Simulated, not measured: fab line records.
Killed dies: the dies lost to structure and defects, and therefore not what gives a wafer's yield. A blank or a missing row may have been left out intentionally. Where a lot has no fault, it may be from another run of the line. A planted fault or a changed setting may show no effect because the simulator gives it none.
Which tool did it?    flow berkeley_cmos170    21 wafers sampled from 7 lots at 1 step of a route of 331

== WHAT THE GAUGES SHOWED, per wafer ==
UCB170_PVT_OVL_MEAS_06.
lot   measured      on          PVT_OVL (nm)
L846  day 5 14:20   overlay-02  2 -3 6
L851  day 6 20:41   overlay-02  4 2 0
L859  day 7 17:15   overlay-01  5 1 1
L863  day 8 17:45   overlay-02  -11 -6 -9
L862  day 8 19:11   overlay-02  -5 -2 -9
L867  day 9 19:58   overlay-02  -1 -2 1
L869  day 10 00:01  overlay-02  -9 -5 -6

== WHAT TOOL EACH LOT RAN ON (gives the tool, then ch and the chambers of the sampled wafers, and finally the start) ==
Record: no process step prior to these readings.

== THE ANSWER, worked out from the rows above alone ==
Rule: usual is defined by the lots themselves. Put in order of their means at a reading, lots are off if they are a third of the lots or fewer, leave a main group of 4 or more, and stand apart from it by a gap of 3 or more times the standard deviation of the main group's means; of several such gaps the widest counts. The tables above print the reading to a certain number of digits; a main group whose means all agree to those digits is not used. A lot without any number at a reading at which 4 lots or more have one is off too. Where the step has rows for the other lots, those lots are counted as sound.
Across all readings shown, no lot is off: no conclusion can be drawn from this.

== WHAT THE SIMULATOR HAD INSERTED ==
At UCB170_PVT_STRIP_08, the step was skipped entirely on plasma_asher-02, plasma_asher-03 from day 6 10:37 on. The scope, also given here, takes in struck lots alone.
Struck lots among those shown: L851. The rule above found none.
